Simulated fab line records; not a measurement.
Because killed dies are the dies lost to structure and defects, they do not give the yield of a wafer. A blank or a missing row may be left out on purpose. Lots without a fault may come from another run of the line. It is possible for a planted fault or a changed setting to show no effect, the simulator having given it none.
The same fault as seen by 2 desks ; flow rit cmos ; every desk sees just its own numbers, and what lay behind them comes last

## THE TOOL OWNER'S DESK: implanter-04
The tool's own readings at RIT_PLDD_IMPLANT_08: means of the sampled wafers that have a number, for each lot that ran on this tool. A lot is out of limits, marked OUT, if its mean lies more than 4 standard deviations from the usual mean; the brackets give that distance.
Columns: A = dose ions cm2 at RIT_PLDD_IMPLANT_08, usual 8.998e+14; B = end station pressure torr at RIT_PLDD_IMPLANT_08, usual 7.3e-06 Torr; C = faraday current uA at RIT_PLDD_IMPLANT_08, usual 2815
lot;first seen here;A;B;C
L166;day 3 00:33;9.005e+14;6.8e-06;2795
L167;day 3 07:14;9.001e+14;7.5e-06;2900
L171;day 4 03:45;8.994e+14;7.5e-06;2826
L183;day 6 13:41;2.706e+14 (-99 or more) OUT;5.6e-06 (-4.7) OUT;856 (-36) OUT
L185;day 7 02:17;2.697e+14 (-99 or more) OUT;6.2e-06;847 (-36) OUT
This desk's verdict: out of limits on L183, L185, starting with L183 at day 6 13:41 (dose ions cm2 at RIT_PLDD_IMPLANT_08). In limits: L166, L167, L171.

## AT THE METROLOGY DESK
What the gauges read for every lot (on any tool): the sampled wafers with a number, averaged. A lot is out of limits, marked OUT, if its mean lies more than 4 standard deviations from the usual mean; the brackets give that distance.
Columns: A = PLDD_TW at RIT_PLDD_TW_MEAS_10, usual 2353; B = PLDD_RS at RIT_SDANNEAL_RS_MEAS_06, usual 178.6 ohm/sq
lot;first seen here;A;B
L165;day 2 20:41;2345;177.8
L166;day 3 00:52;2375;178.9
L167;day 3 07:32;2338;178.9
L168;day 3 11:47;2379;178.3
L169;day 3 16:09;2336;179.1
L170;day 3 20:52;2334;178.9
L171;day 4 04:04;2366;178.9
L172;day 4 08:01;2370;178.1
L173;day 4 13:01;2364;178.6
L174;day 4 15:50;2343;178.2
L175;day 4 21:10;2344;179.2
L176;day 5 03:18;2338;179.2
L183;day 6 14:00;1680 (-45) OUT;430.7 (+99 or more) OUT
L185;day 7 02:36;1684 (-45) OUT;428.3 (+99 or more) OUT
This desk's result: L183, L185 out of limits, first on L183 (PLDD_TW at RIT_PLDD_TW_MEAS_10), day 6 14:00. In limits: L165, L166, L167, L168, L169, L170, L171, L172, L173, L174, L175, L176.

## BROUGHT TOGETHER
An alarm could have come from the tool owner's desk at day 6 13:41, on L183, L185.
At day 6 14:00 the metrology desk could have sounded an alarm, on L183, L185.
All the named lots went through RIT_PLDD_IMPLANT_08 on implanter-04.

## WHAT THE SIMULATOR HAD PUT IN
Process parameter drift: implanter-04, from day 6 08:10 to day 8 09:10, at RIT_PLDD_IMPLANT_08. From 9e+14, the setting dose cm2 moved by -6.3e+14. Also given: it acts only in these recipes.
Lots struck among those shown: L183, L185.
Delay (hours) between the fault's onset and each desk's first out-of-limits reading: 6 at the tool owner's desk, 6 at the metrology desk.
